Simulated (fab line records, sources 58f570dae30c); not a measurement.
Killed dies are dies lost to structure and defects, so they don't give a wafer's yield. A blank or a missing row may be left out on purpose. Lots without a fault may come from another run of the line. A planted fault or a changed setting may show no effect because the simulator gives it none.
Problem report in the 8D (eight disciplines) form, filled by code | flow berkeley_cmos170 | the parts of the form that need people (team, actions taken, sign-off) are left out

1. THE PROBLEM
rotation_deg at UCB170_NLDD_IMPLANT_09 reads a mean of 269.99 degrees on 9 wafers of 3 lots; wafers without a fault read 180.00 degrees with a standard deviation of 0.034. That is +99 or more standard deviations from the usual mean.
First seen on wafer L299.2, day 10 22:00, on implanter-01. The record holds 45 wafers of 15 lots with a number at this step. Rule for "out", or "out of limits": more than 4 standard deviations from the usual mean. The other wafers with a number count as sound.

2. WHAT IT IS AND WHAT IT IS NOT
question                    | is                     | is not
which readings at this step | rotation_deg           | dose_ions_cm2
which lots                  | L299, L301, L303       | L287, L288, L289, L290, L291, L293, L294, L295, L296, L297, L300, L308
which wafers of those lots  | all that have a number | -
read on which tools         | implanter-01           | implanter-02, implanter-03
when                        | from day 10 22:00      | up to then (33 sound wafers); but 3 sound wafers of L308 came after

3. SUSPECTS, AND WHAT RULES EACH OUT
Counting: a tool at a process step up to the reading stays a suspect if it ran every lot that is out and no sound lot after the first of them.
- implanter-01 at UCB170_NLDD_IMPLANT_09: kept. It ran every lot that is out, first L299 (day 10 22:00), and no sound lot after that; its last sound lot up to then is L297 (day 9 20:47). Its own readings are out on those wafers: rotation_deg.
Left after counting: implanter-01 at UCB170_NLDD_IMPLANT_09.

4. THE CAUSE (what the simulator had put in)
Process parameter drift: implanter-01, from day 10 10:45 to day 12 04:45, at UCB170_NLDD_IMPLANT_09. Setting rotation_deg, moved by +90, from 180. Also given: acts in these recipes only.
Counting left only this tool.

5. THE CHAIN OF EFFECTS, in route order
Each row: a reading whose mean over the struck wafers that have a number lies more than 3 standard deviations from the usual. Only readings for which the record gives a usual standard deviation are gone through. hours: the time from each lot's start at the first step in this table that gives one to its start at this step, as a median over the lots. sigmas: the change in usual standard deviations.
hours | step                   | reading      | usual          | on struck wafers | change | sigmas
0     | UCB170_NLDD_IMPLANT_09 | rotation_deg | 180.00 degrees | 269.99           | +89.99 | +99 or more
The process steps in it:
- UCB170_NLDD_IMPLANT_09
Later measuring or inspecting steps at which every struck wafer that the step has a row for has a number for every such reading, and none has moved that far: UCB170_CONTACT_THK_MEAS_02.

6. WHAT WOULD HAVE CAUGHT IT SOONER
In this record the first reading out of limits was taken at day 10 22:00, 11 hours after the fault began at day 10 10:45.
